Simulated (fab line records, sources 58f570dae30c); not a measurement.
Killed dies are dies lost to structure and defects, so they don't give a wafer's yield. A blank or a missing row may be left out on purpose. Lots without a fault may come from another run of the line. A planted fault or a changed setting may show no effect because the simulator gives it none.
Which tool did it? | flow berkeley_cmos170 | 14 lots, 42 wafers sampled, at 6 steps of a route of 331

WHAT THE GAUGES READ, wafer by wafer
UCB170_CONTACT_THK_MEAS_02. Usual: CONTACT_PSG_THK 698 nm, standard deviation 6.5.
lot  | measured     | on            | CONTACT_PSG_THK (nm) | flag
L729 | day 7 04:31  | film_metro-04 | 698 700 700          |
L728 | day 7 06:18  | film_metro-02 | 708 699 698          |
L730 | day 7 15:52  | film_metro-04 | 687 682 685          |
L734 | day 8 20:34  | film_metro-03 | 691 693 690          |
L737 | day 8 23:15  | film_metro-02 | 697 698 700          |
L736 | day 8 23:22  | film_metro-04 | 713 718 720          |
L741 | day 9 19:55  | film_metro-02 | 708 704 705          |
L742 | day 9 19:55  | film_metro-03 | 700 697 704          |
L743 | day 10 08:23 | film_metro-03 | 698 708 703          |
L745 | day 10 13:22 | film_metro-03 | 695 694 700          |
L750 | day 11 07:12 | film_metro-04 | 702 703 703          |
L748 | day 11 07:48 | film_metro-04 | 701 692 696          |
L749 | day 11 08:59 | film_metro-03 | 698 695 700          |
L747 | day 11 08:59 | film_metro-02 | 694 697 700          |

UCB170_M2_CD_MEAS_15: target cd 700 nm. Usual: cd_nm 700.0 nm, standard deviation 1.3.
lot  | measured     | on        | cd_nm (nm)        | flag
L729 | day 7 18:15  | cd_sem-02 | 701.8 702.5 702.5 |
L728 | day 7 18:36  | cd_sem-02 | 699.1 697.6 697.4 |
L730 | day 8 06:44  | cd_sem-02 | 702.5 701.0 702.0 |
L734 | day 9 15:14  | cd_sem-02 | 698.0 698.3 698.3 |
L737 | day 9 15:31  | cd_sem-02 | 700.4 697.8 698.7 |
L736 | day 9 15:32  | cd_sem-01 | 699.5 698.6 699.6 |
L741 | day 10 14:42 | cd_sem-01 | 701.0 700.5 700.6 |
L742 | day 10 10:40 | cd_sem-01 | 700.3 701.2 701.1 |
L743 | day 10 22:29 | cd_sem-02 | 700.8 700.9 701.2 |
L745 | day 11 03:31 | cd_sem-02 | 701.3 700.4 700.2 |
L750 | day 11 23:45 | cd_sem-01 | 698.8 698.3 699.0 |
L748 | day 11 23:22 | cd_sem-01 | 697.9 698.7 699.2 |
L749 | day 11 23:05 | cd_sem-02 | 699.2 699.5 698.6 |
L747 | day 11 23:31 | cd_sem-01 | 698.6 698.6 698.1 |

UCB170_M3_RS_MEAS_02: measures by four-point-probe. Usual: M3_AL_RS 0.03227 ohm/sq, standard deviation 0.0003.
lot  | measured     | on            | M3_AL_RS (ohm/sq)       | flag
L729 | day 7 23:54  | film_metro-04 | 0.03258 0.03204 0.0325  |
L728 | day 8 00:03  | film_metro-02 | 0.03261 0.03248 0.03223 |
L730 | day 8 09:50  | film_metro-01 | 0.03305 0.03231 0.03256 |
L734 | day 9 19:40  | film_metro-04 | 0.03206 0.06182 0.0324  | OFF
L737 | day 9 20:40  | film_metro-04 | 0.03188 0.03218 0.03183 |
L736 | day 9 20:56  | film_metro-04 | 0.03208 0.03228 0.06058 | OFF
L741 | day 10 20:12 | film_metro-04 | 0.03187 0.03202 0.03244 |
L742 | day 10 15:16 | film_metro-01 | 0.03242 0.03234 0.03237 |
L743 | day 11 02:21 | film_metro-01 | 0.03233 0.03269 0.03209 |
L745 | day 11 06:55 | film_metro-02 | 0.03227 0.03228 0.03213 |
L750 | day 12 04:17 | film_metro-04 | 0.03189 0.03178 0.0321  |
L748 | day 12 03:28 | film_metro-01 | 0.03227 0.03198 0.03188 |
L749 | day 12 02:34 | film_metro-01 | 0.03237 0.03214 0.03217 |
L747 | day 12 03:46 | film_metro-01 | 0.03277 0.03243 0.03233 |

UCB170_M3_THK_MEAS_03: measures by xrf. Usual: M3_AL_THK 896 nm, standard deviation 11.
lot  | measured     | on            | M3_AL_THK (nm) | flag
L729 | day 8 00:01  | film_metro-04 | 890 900 888    |
L728 | day 8 00:10  | film_metro-02 | 891 899 903    |
L730 | day 8 09:56  | film_metro-01 | 864 889 878    |
L734 | day 9 19:47  | film_metro-04 | 912 476 899    | OFF
L737 | day 9 20:47  | film_metro-04 | 918 904 913    |
L736 | day 9 21:03  | film_metro-04 | 907 903 484    | OFF
L741 | day 10 20:19 | film_metro-04 | 901 902 897    |
L742 | day 10 15:23 | film_metro-01 | 885 889 888    |
L743 | day 11 02:28 | film_metro-01 | 889 881 899    |
L745 | day 11 07:02 | film_metro-02 | 901 897 904    |
L750 | day 12 04:25 | film_metro-04 | 920 919 912    |
L748 | day 12 03:35 | film_metro-01 | 885 895 898    |
L749 | day 12 02:41 | film_metro-01 | 887 890 894    |
L747 | day 12 03:52 | film_metro-01 | 878 889 893    |

WHICH TOOL RAN EACH LOT (tool, then ch and the chambers of the sampled wafers, then the start)
lot  | UCB170_CONTACT_ETCH_17             | UCB170_M3_SPUTTER_01
L729 | rie_diel-03 ch 1,2,3, day 7 06:29  | pvd_sputter-04, day 7 23:49
L728 | rie_diel-03 ch 1,2, day 7 08:22    | pvd_sputter-03, day 7 23:58
L730 | rie_diel-01 ch 0,3, day 7 18:29    | pvd_sputter-03, day 8 09:44
L734 | rie_diel-02 ch 0,2,3, day 8 22:53  | pvd_sputter-04, day 9 19:35
L737 | rie_diel-02 ch 0,1,2, day 9 01:26  | pvd_sputter-02, day 9 20:35
L736 | rie_diel-02 ch 0,1,2, day 9 01:51  | pvd_sputter-04, day 9 20:50
L741 | rie_diel-02 ch 0,2, day 10 00:38   | pvd_sputter-02, day 10 20:07
L742 | rie_diel-03 ch 1,3, day 10 01:11   | pvd_sputter-02, day 10 15:10
L743 | rie_diel-03 ch 1,2,3, day 10 10:34 | pvd_sputter-03, day 11 02:16
L745 | rie_diel-02 ch 0,3, day 10 16:25   | pvd_sputter-03, day 11 06:49
L750 | rie_diel-03 ch 0,1,2, day 11 09:18 | pvd_sputter-02, day 12 04:13
L748 | rie_diel-02 ch 0,1,3, day 11 10:39 | pvd_sputter-02, day 12 03:23
L749 | rie_diel-02 ch 1,2,3, day 11 11:52 | pvd_sputter-02, day 12 02:29
L747 | rie_diel-01 ch 0,1,2, day 11 11:52 | pvd_sputter-02, day 12 03:39
- UCB170_CONTACT_ETCH_17: etches BARC in N2/H2.
- UCB170_M3_SPUTTER_01: material Al, target thk 900 nm, time 120 s.

WHAT THE TOOLS THEMSELVES READ (means of the sampled wafers that have a number; where no wafer has one, the mark that the record gives instead)
UCB170_CONTACT_ETCH_17. Usual: drypump_motor_current_A 5.83 A, standard deviation 0.28; oes_product_au 1.008 a.u., standard deviation 0.023; throttle_valve_pct 13.24 %, standard deviation 0.16.
lot  | tool        | drypump_motor_current_A (A) | oes_product_au (a.u.) | throttle_valve_pct (%) | flag
L729 | rie_diel-03 | 6.11                        | 0.995                 | 13.20                  |
L728 | rie_diel-03 | 6.07                        | 1.003                 | 13.22                  |
L730 | rie_diel-01 | 5.80                        | 1.038                 | 13.61                  |
L734 | rie_diel-02 | 5.80                        | 1.016                 | 13.24                  |
L737 | rie_diel-02 | 5.83                        | 1.004                 | 13.20                  |
L736 | rie_diel-02 | 5.85                        | 1.001                 | 13.21                  |
L741 | rie_diel-02 | 5.86                        | 1.001                 | 13.24                  |
L742 | rie_diel-03 | 6.19                        | 0.993                 | 13.19                  |
L743 | rie_diel-03 | 6.12                        | 0.999                 | 13.20                  |
L745 | rie_diel-02 | 5.89                        | 1.026                 | 13.22                  |
L750 | rie_diel-03 | 5.93                        | 1.010                 | 13.15                  |
L748 | rie_diel-02 | 5.78                        | 1.007                 | 13.20                  |
L749 | rie_diel-02 | 5.66                        | 0.991                 | 13.22                  |
L747 | rie_diel-01 | 5.55                        | 1.015                 | 13.21                  |

UCB170_M3_SPUTTER_01. Usual: throttle_valve_pct 30.0 %, standard deviation 1.
lot  | tool           | throttle_valve_pct (%) | flag
L729 | pvd_sputter-04 | 29.4                   |
L728 | pvd_sputter-03 | 30.1                   |
L730 | pvd_sputter-03 | 30.7                   |
L734 | pvd_sputter-04 | 29.5                   |
L737 | pvd_sputter-02 | 30.6                   |
L736 | pvd_sputter-04 | 29.2                   |
L741 | pvd_sputter-02 | 30.7                   |
L742 | pvd_sputter-02 | 30.1                   |
L743 | pvd_sputter-03 | 30.0                   |
L745 | pvd_sputter-03 | 30.4                   |
L750 | pvd_sputter-02 | 31.2                   |
L748 | pvd_sputter-02 | 30.7                   |
L749 | pvd_sputter-02 | 31.3                   |
L747 | pvd_sputter-02 | 30.7                   |

THE ANSWER, worked out from the rows above alone
Rule: a lot is off if the mean of its wafers that have a number lies more than 3 standard deviations from the usual mean. A lot without any number at a reading at which 4 lots or more have one is off too. The other lots that the step has rows for count as sound. The gauges are gone through in route order, then the tools' own readings, and for those a lot's mean is taken as printed above. The first step at which some lot is off is used, and at that step the reading that is off furthest; a lot without a number counts as furthest.
Off: L734, L736, at UCB170_M3_RS_MEAS_02 (M3_AL_RS).
A tool fits if, at a process step before that reading, it ran every lot that is off, and no sound lot after the first of them. The gauges at UCB170_M3_RS_MEAS_02 are tried like those tools. One fits: pvd_sputter-04 at UCB170_M3_SPUTTER_01. Its last sound lot is L729 (day 7 23:49), its first lot that is off L734 (day 9 19:35): a fault that began between those two fits.

WHAT THE SIMULATOR HAD PUT IN
Process parameter drift: pvd_sputter-04, from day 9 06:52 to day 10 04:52, at UCB170_M3_SPUTTER_01. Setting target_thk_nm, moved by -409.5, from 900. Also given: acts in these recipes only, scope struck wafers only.
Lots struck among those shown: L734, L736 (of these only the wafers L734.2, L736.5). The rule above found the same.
